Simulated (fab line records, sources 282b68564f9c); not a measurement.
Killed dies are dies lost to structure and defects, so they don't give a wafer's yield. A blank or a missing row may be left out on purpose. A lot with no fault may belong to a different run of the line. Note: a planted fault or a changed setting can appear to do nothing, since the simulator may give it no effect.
Which of the tools did it? | flow rit cmos | 7 lots, 21 wafers sampled, at 3 steps of a route of 202

WHAT THE GAUGES READ, wafer by wafer
RIT_M1_RS_MEAS_01: a four-point-probe measurement.
lot  | measured    | on            | M1_AL_RS (ohm/sq)
L957 | day 3 20:16 | film metro-01 | 0.0361 0.0363 0.0360
L959 | day 4 07:05 | film metro-02 | 0.0361 0.0360 0.0364
L966 | day 5 19:38 | film metro-02 | 0.0727 0.0727 0.0730
L970 | day 7 06:03 | film metro-02 | 0.0730 0.0724 0.0726
L973 | day 8 08:07 | film metro-01 | 0.0727 0.0729 0.0722
L975 | day 8 08:46 | film metro-02 | 0.0725 0.0723 0.0730
L977 | day 8 22:34 | film metro-01 | 0.0743 0.0740 0.0750

TOOL THAT RAN EACH LOT (tool first, then ch and the chambers of the sampled wafers, then the start)
lot  | RIT_NLDD_STRIP_09                   | RIT_M1_SPUTTER_00
L957 | plasma asher-02 ch 0,1, day 3 08:12 | pvd sputter-03, day 3 19:31
L959 | plasma asher-03 ch 0,1, day 3 19:18 | pvd sputter-03, day 4 06:20
L966 | plasma asher-01 ch 0, day 5 08:25   | pvd sputter-04, day 5 19:19
L970 | plasma asher-02 ch 0,1, day 6 18:41 | pvd sputter-04, day 7 05:46
L973 | plasma asher-03 ch 0,1, day 7 12:39 | pvd sputter-02, day 8 07:49
L975 | plasma asher-02 ch 0,1, day 7 20:22 | pvd sputter-04, day 8 08:26
L977 | plasma asher-02 ch 0,1, day 8 09:35 | pvd sputter-03, day 8 22:16
- RIT_NLDD_STRIP_09: strips in O2, time 180 s.
- RIT_M1_SPUTTER_00: material Al, target thk 400 nm, time 500 s.

THE ANSWER, worked out from the rows above alone
Rule: what is usual is taken from the lots themselves. Put in order of their means at a reading, lots are off if they are a third of the lots or fewer, leave a main group of 4 or more, and stand apart from it by a gap of 3 or more times the standard deviation of the main group's means; of several such gaps the widest counts. The tables above print the reading to a certain number of digits; a main group whose means all agree to those digits is not used. A lot without any number at a reading at which 4 lots or more have one is off too. Where the step has rows for the other lots, those lots are counted as sound.
Off: L957, L959, at RIT_M1_RS_MEAS_01 (M1_AL_RS). The main group: mean 0.0730 ohm/sq, standard deviation 0.00071.
If a tool, at a process step before that reading, ran all the lots that are off and no sound lot after the first of them, it fits. The gauges at RIT_M1_RS_MEAS_01 are tried like those tools. Not one of the candidates tried fits.

WHAT WAS PUT IN BY THE SIMULATOR
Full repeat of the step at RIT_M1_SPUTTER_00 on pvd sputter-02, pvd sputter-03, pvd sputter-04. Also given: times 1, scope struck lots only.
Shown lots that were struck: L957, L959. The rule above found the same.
